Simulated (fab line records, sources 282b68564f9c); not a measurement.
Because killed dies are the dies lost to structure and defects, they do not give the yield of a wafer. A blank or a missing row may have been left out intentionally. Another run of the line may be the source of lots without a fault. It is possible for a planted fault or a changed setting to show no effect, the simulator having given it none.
The tool behind it: which one? / flow rit-cmos / Sampling: 14 lots, 42 wafers, 2 of 202 route steps

## WHAT THE GAUGES SHOWED, per wafer
RIT_REOX_THK_MEAS_04.
lot=L610; measured=day 2 16:06; on=film-metro-01; REOX_OXIDE_THK (nm)=25.0 25.1 25.0
lot=L612; measured=day 3 02:58; on=film-metro-01; REOX_OXIDE_THK (nm)=25.6 25.5 25.6
lot=L613; measured=day 3 08:39; on=film-metro-02; REOX_OXIDE_THK (nm)=25.1 25.7 25.4
lot=L614; measured=day 3 13:13; on=film-metro-02; REOX_OXIDE_THK (nm)=25.4 25.4 25.5
lot=L615; measured=day 3 16:41; on=film-metro-01; REOX_OXIDE_THK (nm)=24.8 24.7 24.7
lot=L616; measured=day 3 21:23; on=film-metro-02; REOX_OXIDE_THK (nm)=26.0 25.2 25.9
lot=L617; measured=day 4 04:16; on=film-metro-04; REOX_OXIDE_THK (nm)=25.4 25.4 25.1
lot=L618; measured=day 4 08:56; on=film-metro-04; REOX_OXIDE_THK (nm)=25.2 25.1 25.1
lot=L620; measured=day 4 19:04; on=film-metro-02; REOX_OXIDE_THK (nm)=25.5 24.9 25.8
lot=L621; measured=day 4 23:02; on=film-metro-02; REOX_OXIDE_THK (nm)=24.7 24.7 24.4
lot=L623; measured=day 5 09:56; on=film-metro-04; REOX_OXIDE_THK (nm)=11.9 11.9 11.7
lot=L626; measured=day 6 01:21; on=film-metro-01; REOX_OXIDE_THK (nm)=12.0 12.0 12.1
lot=L631; measured=day 7 01:11; on=film-metro-01; REOX_OXIDE_THK (nm)=25.9 25.5 25.8
lot=L632; measured=day 7 06:53; on=film-metro-04; REOX_OXIDE_THK (nm)=24.8 24.5 25.0

## WHAT TOOL EACH LOT RAN ON (gives the tool, then ch and the chambers of the sampled wafers, and finally the start)
lot=L610; RIT_REOX_OXIDATION_03=furnace-03 ch 0, day 2 13:32
lot=L612; RIT_REOX_OXIDATION_03=furnace-03 ch 0, day 3 00:25
lot=L613; RIT_REOX_OXIDATION_03=furnace-01 ch 0, day 3 06:05
lot=L614; RIT_REOX_OXIDATION_03=furnace-02 ch 0, day 3 10:40
lot=L615; RIT_REOX_OXIDATION_03=furnace-01 ch 0, day 3 14:07
lot=L616; RIT_REOX_OXIDATION_03=furnace-03 ch 0, day 3 18:50
lot=L617; RIT_REOX_OXIDATION_03=furnace-02 ch 0, day 4 01:43
lot=L618; RIT_REOX_OXIDATION_03=furnace-01 ch 0, day 4 06:21
lot=L620; RIT_REOX_OXIDATION_03=furnace-02 ch 0, day 4 16:31
lot=L621; RIT_REOX_OXIDATION_03=furnace-01 ch 0, day 4 20:27
lot=L623; RIT_REOX_OXIDATION_03=furnace-01 ch 0, day 5 07:22
lot=L626; RIT_REOX_OXIDATION_03=furnace-01 ch 0, day 5 22:47
lot=L631; RIT_REOX_OXIDATION_03=furnace-02 ch 0, day 6 22:37
lot=L632; RIT_REOX_OXIDATION_03=furnace-03 ch 0, day 7 04:19
- RIT_REOX_OXIDATION_03: target thk 25.2 nm, ox time 5580 s.

## WHAT THE TOOLS THEMSELVES READ (means of the sampled wafers that have a number; where no wafer has one, the mark that the record gives instead)
RIT_REOX_OXIDATION_03.
lot=L610; tool=furnace-03; spike-tc-centre-C (C)=902.7; spike-tc-load-C (C)=933; spike-tc-source-C (C)=921.9; tube-center-temp-C (C)=899.99; tube_center_temp_C_max=902.7; zone-power-load-pct (%)=25.7
lot=L612; tool=furnace-03; spike-tc-centre-C (C)=903.6; spike-tc-load-C (C)=933; spike-tc-source-C (C)=920.3; tube-center-temp-C (C)=900.05; tube_center_temp_C_max=902.5; zone-power-load-pct (%)=26.2
lot=L613; tool=furnace-01; spike-tc-centre-C (C)=899.8; spike-tc-load-C (C)=926; spike-tc-source-C (C)=921.4; tube-center-temp-C (C)=899.91; tube_center_temp_C_max=902.1; zone-power-load-pct (%)=23.9
lot=L614; tool=furnace-02; spike-tc-centre-C (C)=901.4; spike-tc-load-C (C)=923; spike-tc-source-C (C)=921.3; tube-center-temp-C (C)=899.90; tube_center_temp_C_max=902.3; zone-power-load-pct (%)=27.1
lot=L615; tool=furnace-01; spike-tc-centre-C (C)=901.4; spike-tc-load-C (C)=926; spike-tc-source-C (C)=922.7; tube-center-temp-C (C)=899.95; tube_center_temp_C_max=902.0; zone-power-load-pct (%)=24.2
lot=L616; tool=furnace-03; spike-tc-centre-C (C)=903.3; spike-tc-load-C (C)=933; spike-tc-source-C (C)=920.8; tube-center-temp-C (C)=900.01; tube_center_temp_C_max=902.2; zone-power-load-pct (%)=26.0
lot=L617; tool=furnace-02; spike-tc-centre-C (C)=900.6; spike-tc-load-C (C)=921; spike-tc-source-C (C)=920.5; tube-center-temp-C (C)=900.07; tube_center_temp_C_max=902.6; zone-power-load-pct (%)=27.2
lot=L618; tool=furnace-01; spike-tc-centre-C (C)=900.0; spike-tc-load-C (C)=927; spike-tc-source-C (C)=922.5; tube-center-temp-C (C)=900.09; tube_center_temp_C_max=902.3; zone-power-load-pct (%)=24.0
lot=L620; tool=furnace-02; spike-tc-centre-C (C)=899.3; spike-tc-load-C (C)=922; spike-tc-source-C (C)=920.2; tube-center-temp-C (C)=900.05; tube_center_temp_C_max=902.4; zone-power-load-pct (%)=26.9
lot=L621; tool=furnace-01; spike-tc-centre-C (C)=900.8; spike-tc-load-C (C)=926; spike-tc-source-C (C)=923.5; tube-center-temp-C (C)=899.97; tube_center_temp_C_max=902.1; zone-power-load-pct (%)=23.9
lot=L623; tool=furnace-01; spike-tc-centre-C (C)=833.8; spike-tc-load-C (C)=859; spike-tc-source-C (C)=855.2; tube-center-temp-C (C)=833.06; tube_center_temp_C_max=835.4; zone-power-load-pct (%)=20.3
lot=L626; tool=furnace-01; spike-tc-centre-C (C)=834.2; spike-tc-load-C (C)=858; spike-tc-source-C (C)=855.4; tube-center-temp-C (C)=833.17; tube_center_temp_C_max=835.6; zone-power-load-pct (%)=20.2
lot=L631; tool=furnace-02; spike-tc-centre-C (C)=900.7; spike-tc-load-C (C)=922; spike-tc-source-C (C)=920.7; tube-center-temp-C (C)=900.03; tube_center_temp_C_max=902.2; zone-power-load-pct (%)=27.5
lot=L632; tool=furnace-03; spike-tc-centre-C (C)=903.9; spike-tc-load-C (C)=934; spike-tc-source-C (C)=920.6; tube-center-temp-C (C)=900.02; tube_center_temp_C_max=902.5; zone-power-load-pct (%)=26.2

## THE ANSWER, worked out from the rows above alone
Rule: usual is defined by the lots themselves. Put in order of their means at a reading, lots are off if they are a third of the lots or fewer, leave a main group of 4 or more, and stand apart from it by a gap of 3 or more times the standard deviation of the main group's means; of several such gaps the widest counts. If all means in a main group match to the digits the tables above print for the reading, that group is not used. A lot without any number at a reading at which 4 lots or more have one is off too. The other lots that the step has rows for count as sound. After the gauges, taken in route order, come the tools' own readings; for these a lot's mean is taken, as printed above. At the first step where some lot is off, the reading lying furthest off is the one used; lots without a number count as furthest.
Off: L623, L626, at RIT_REOX_THK_MEAS_04 (REOX_OXIDE_THK). The main group has a mean of 25.2 nm with a standard deviation of 0.36.
A tool fits if, at a process step before that reading, it ran every lot that is off, and no sound lot after the first of them. The gauges at RIT_REOX_THK_MEAS_04 aren't tried: what is off there is off at RIT_REOX_OXIDATION_03 too, on other tools, and a gauge's error can't cause that. One fits: furnace-01 at RIT_REOX_OXIDATION_03. Its last sound lot is L621 (day 4 20:27), its first lot that is off L623 (day 5 07:22): a fault that began between those two fits.
The tool's own readings at RIT_REOX_OXIDATION_03 bear it out: on the lots that are off they differ by more than 5 times the standard deviation of the sound lots' means. spike-tc-centre-C reads 834.0 C there against 901.5 C on the sound lots; spike-tc-load-C reads 858 C there against 927 C on the sound lots; spike-tc-source-C reads 855.3 C there against 921.4 C on the sound lots; tube-center-temp-C reads 833.12 C there against 900.00 C on the sound lots; tube_center_temp_C_max reads 835.5 there against 902.3 on the sound lots.

## WHAT THE SIMULATOR HAD PUT IN
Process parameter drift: furnace-01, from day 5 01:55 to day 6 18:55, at RIT_REOX_OXIDATION_03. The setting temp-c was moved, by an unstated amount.
Shown lots that were struck: L623, L626. The same result came from the rule above.
